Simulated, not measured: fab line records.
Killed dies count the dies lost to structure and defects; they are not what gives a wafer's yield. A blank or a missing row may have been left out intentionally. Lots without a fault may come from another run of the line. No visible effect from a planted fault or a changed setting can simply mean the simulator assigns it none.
Lot-split experiment -- flow rit-cmos -- on a route of 202 steps: 5 lots, 23 wafers read

== ABOUT THE SPLIT ==
At RIT_REOX_OXIDATION_03 (target thk 25.2 nm, ox time 5580 s), the setting temp-c was moved away from the recipe's 900 C on 15 of the 23 wafers read, by -2.2% to +1.1%. This setting was run at the recipe's value on the other wafers.

No step appears in the file between the split and the reading.

== THE READING ==
At RIT_REOX_THK_MEAS_04: REOX_OXIDE_THK, given in nm. Typical for fault-free wafers on this fab line: 25.2 nm, with standard deviation 0.48 nm.

wafer,"tool, chamber at the split","temp-c as run, C",against the recipe,"REOX_OXIDE_THK, nm",against lot-mates on the recipe
L076.1,"-, -",890.7,-1.0%,22.7,no lot-mate on the recipe
L076.2,"-, -",890.7,-1.0%,23.1,no lot-mate on the recipe
L076.3,"-, -",890.7,-1.0%,22.9,no lot-mate on the recipe
L076.4,"-, -",890.7,-1.0%,23.1,no lot-mate on the recipe
L076.5,"-, -",890.7,-1.0%,22.8,no lot-mate on the recipe
L077.1,"-, -",880,-2.2%,21.0,no lot-mate on the recipe
L077.3,"-, -",880,-2.2%,20.4,no lot-mate on the recipe
L077.4,"-, -",880,-2.2%,20.8,no lot-mate on the recipe
L077.5,"-, -",880,-2.2%,20.5,no lot-mate on the recipe
L077.6,"-, -",880,-2.2%,20.6,no lot-mate on the recipe
L078.1,"-, -",909.5,+1.1%,27.4,no lot-mate on the recipe
L078.2,"-, -",909.5,+1.1%,27.8,no lot-mate on the recipe
L078.3,"-, -",909.5,+1.1%,27.7,no lot-mate on the recipe
L078.4,"-, -",909.5,+1.1%,27.9,no lot-mate on the recipe
L078.5,"-, -",909.5,+1.1%,27.6,no lot-mate on the recipe
L079.1,"furnace-01, 0",900,recipe,26.4,-
L079.5,"furnace-01, 0",900,recipe,26.0,-
L079.6,"furnace-01, 0",900,recipe,26.1,-
L082.1,"-, -",900,recipe,25.0,-
L082.2,"-, -",900,recipe,24.4,-
L082.3,"-, -",900,recipe,24.9,-
L082.4,"-, -",900,recipe,24.8,-
L082.6,"-, -",900,recipe,24.8,-

THE FIT
A straight line over all 23 wafers: REOX_OXIDE_THK changes by +2.15 nm for each +1% of temp-c; r = +0.98; the points scatter about the line by 0.47 nm.
Too few moved wafers have a lot-mate on the recipe to fit a line with each lot's own level taken away.

== THE WHOLE CHAIN: every reading that the file lists as answering this split, in the file's order ==
step,what it does,reading,change (the file's fit),r (the file's)
RIT_REOX_OXIDATION_03,"target thk 25.2 nm, ox time 5580 s","SiO2_of_REOX_OXIDATION_03.thk-nm (the simulator's own value, which no gauge read)",+2.15 nm for each +1% of the setting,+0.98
RIT_REOX_THK_MEAS_04,,REOX_OXIDE_THK,+2.16 for each +1% of the setting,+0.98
RIT_SPACER_CLEAN_00,"cleans in SC1, time 600 s","SiO2_of_REOX_OXIDATION_03.thk-nm (the simulator's own value, which no gauge read)",+2 nm for each +1% of the setting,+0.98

== THE FILE'S OWN FIT ==
REOX_OXIDE_THK changes by +2.16 nm for each +1% of temp-c, r = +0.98.
